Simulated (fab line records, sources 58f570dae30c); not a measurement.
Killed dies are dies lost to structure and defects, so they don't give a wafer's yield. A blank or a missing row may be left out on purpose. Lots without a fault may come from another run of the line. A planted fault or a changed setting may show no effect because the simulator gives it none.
Chamber matching | flow berkeley_cmos170 | UCB170_FIELD_WET_ETCH_05 on wet_bench-02: 3 sister chambers
The step etches Si3N4 in H3PO4, time 12600 s. 6 wafers are shown with their chamber, then 9 later ones without.

WAFERS WITH THEIR CHAMBER
wafer  | chamber | bath_heat_duty_pct (%) | bath_guard_temp_C (C)
L684.3 | 1       | 21.9                   | 160.35
L684.5 | 1       | 22.8                   | 160.20
L692.4 | 3       | 23.7                   | 160.71
L692.5 | 3       | 25.6                   | 160.47
L693.4 | 2       | 25.7                   | 160.49
L693.5 | 2       | 27.1                   | 160.72

WAFERS WITHOUT THEIR CHAMBER
wafer  | bath_heat_duty_pct (%) | bath_guard_temp_C (C)
L705.1 | 20.8                   | 159.84
L705.2 | 23.0                   | 160.45
L705.5 | 21.8                   | 160.45
L706.1 | 24.4                   | 160.38
L706.4 | 26.7                   | 160.56
L706.5 | 24.0                   | 160.56
L707.2 | 27.6                   | 160.24
L707.3 | 25.8                   | 160.29
L707.6 | 25.4                   | 160.48

WHICH CHAMBER EACH WENT THROUGH
wafer  | from the rows above          | in truth
L705.1 | 1                            | 1
L705.2 | can't be placed: 1 or 3      | 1
L705.5 | can't be placed: 1 or 3      | 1
L706.1 | can't be placed: 3 or 1 or 2 | 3
L706.4 | can't be placed: 2 or 3      | 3
L706.5 | can't be placed: 3 or 2 or 1 | 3
L707.2 | can't be placed: 2 or 3      | 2
L707.3 | can't be placed: 2 or 3 or 1 | 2
L707.6 | can't be placed: 3 or 2      | 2
Placed correctly: 1 of 9. Can't be placed from these rows: 8 (the true chamber is among the candidates in 8). Placed wrongly: 0.
How it was worked out, from the rows above alone: a wafer's distance from a chamber is the root of the sum, over the readings, of the square of ((its reading less the chamber's mean) divided by the reading's scatter). The wafer belongs to the nearest chamber; if the next one is less than 2 further off, it can't be placed. A chamber's mean is the mean of its shown wafers. The scatter: the root of (the sum of the squares of (reading less its chamber's mean) over the shown wafers, divided by (wafers less chambers)).
